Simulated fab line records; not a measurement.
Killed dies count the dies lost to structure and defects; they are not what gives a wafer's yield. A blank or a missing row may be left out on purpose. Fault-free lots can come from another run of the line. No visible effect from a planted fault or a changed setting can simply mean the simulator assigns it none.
Struck lot and sound lot, side by side | flow ritCmos | 19 out of 202 route steps
Sound: wafers L760.1, L760.2, L760.6. Wafers struck: L755.1, L755.2, L755.5. The cause comes at the end.
Each step with rows lists, per side, the tool, then ch with its chambers, then its first start. Under that, the readings that differ: sound wafers | struck wafers | difference of the means | sigmas: that difference in standard deviations of wafers without a fault.
alike: a reading whose means differ by less than 2 such deviations, as well as words and numbers matching on both sides. not compared: withheld readings; readings where some wafer has no value; bounds like >300 that might hide an equal value; numbers whose values overlap and for which the record gives no deviation.
A row with sigmas, a row that says differs or no value, or rows on one side alone: a step with any of these is where the two part. Numbers that don't overlap but have no deviation are shown without sigmas and don't part them. Lack of a reading on every wafer of one side parts them only where that side has two or more wafers.

first, 1 step without rows for these wafers: RIT_SILICIDE_WET_ETCH_00 (etches SiO2 in BOE, target depth 14 nm, time 15 s).
RIT_SILICIDE_SPUTTER_01: material Ti, target thk 30 nm, time 240 s.
  struck on pvdSputter-02, day 6 04:08; sound on pvdSputter-04, day 7 06:48
  alike: throttleValvePct
RIT_SILICIDE_RS_MEAS_02: the measuring method here is four-point-probe.
  struck on filmMetro-03, day 6 04:17; sound on filmMetro-03, day 7 06:57
reading                 | sound          | struck         | difference | sigmas
SILICIDE_TI_RS (ohm/sq) | 47.2 47.2 48.0 | 49.7 49.8 49.6 | +2.2       | +3
RIT_SILICIDE_THK_MEAS_03: measures by xrf.
  struck on filmMetro-03, day 6 04:24; sound on filmMetro-03, day 7 07:04
reading              | sound          | struck         | difference | sigmas
SILICIDE_TI_THK (nm) | 29.8 29.8 29.3 | 28.6 28.5 28.7 | -1.0       | -3
RIT_SILICIDE_RTA_04: time 10 s, ramp up 5 s, ramp down 5 s.
  sound on rtpAnneal-02 ch 0, day 7 07:08; struck on rtpAnneal-01 ch 0, day 6 04:28
  alike: wafer_temp_C_max
then, 1 step without rows for these wafers: RIT_SILICIDE_WET_ETCH_05 (etches Ti in SPM, time 120 s).
RIT_SILICIDE_RTA_06: time 10 s, ramp up 5 s, ramp down 10 s.
  sound on rtpAnneal-01 ch 0, day 7 07:14; struck on rtpAnneal-02 ch 0, day 6 04:34
  alike: wafer_temp_C_max
RIT_CONTACT_CVD_00: deposits SiO2 from TEOS, target thk 400 nm, time 61 s.
  sound on pecvd-01 ch 1,2, day 7 07:19; struck on pecvd-02 ch 0,1, day 6 04:38
  alike: heaterPowerW, rfFwdPowerW
RIT_CONTACT_THK_MEAS_01:
  struck on filmMetro-02, day 6 04:41; sound on filmMetro-03, day 7 07:22
  alike: CONTACT_TEOS_THK
then, 3 steps without rows for these wafers: RIT_CONTACT_HMDS_02 (prime time 60 s); RIT_CONTACT_COAT_03 (resist thk 1000 nm); RIT_CONTACT_SOFTBAKE_04 (time 60 s).
RIT_CONTACT_EXPOSE_05: exposes mask M11, target cd 1000 nm.
  sound on ilineStepper-02 ch 0, day 7 08:00; struck on ilineStepper-01 ch 0, day 6 05:12
reading                       | sound             | struck            | difference | sigmas
model.CONTACT.overlayXNm (nm) | -0.12 -0.12 -0.12 | 129.7 129.7 129.7 | +129.8     | 
  alike: mask, focusOffsetNm, reticleTempC
then, 2 steps without rows for these wafers: RIT_CONTACT_PEB_06; RIT_CONTACT_DEVELOP_07 (develop time 120 s).
RIT_CONTACT_CD_MEAS_08 targets a cd of 1000 nm.
  struck on cdSem-01, day 6 05:43; sound on cdSem-01, day 7 08:38
  alike: cdNm
RIT_CONTACT_OVL_MEAS_09:
  struck on overlay-01, day 6 05:50; sound on overlay-01, day 7 08:45
reading          | sound       | struck            | difference | sigmas
CONTACT_OVL (nm) | 1.5 1.3 2.6 | 128.3 128.2 127.7 | +126.3     | +84
then, 1 step without rows for these wafers: RIT_CONTACT_HARDBAKE_10 (time 60 s).
RIT_M1_PROBE_99:
  struck on prober-02, day 6 11:21; sound on prober-01, day 7 13:55
reading                                | sound             | struck           | difference | sigmas
model.etest.contactToGate.bvLeftV (V)  | 93.41 90.16 93.02 | 157.7 159.2 157  | +65.8      | 
model.etest.contactToGate.bvRightV (V) | 90.58 91.05 89.1  | 27.38 24.7 27.12 | -63.84     | 
  alike: killedAtContacts, killedAtFrontEnd, killedDies, killedOpen, killedShort

== WHERE THEY PART ==
Earliest at RIT_SILICIDE_RS_MEAS_02; latest, in this record, at RIT_CONTACT_OVL_MEAS_09. Later steps at which nothing parts them and some readings are alike: RIT_M1_PROBE_99.

WHY: what the simulator had put in
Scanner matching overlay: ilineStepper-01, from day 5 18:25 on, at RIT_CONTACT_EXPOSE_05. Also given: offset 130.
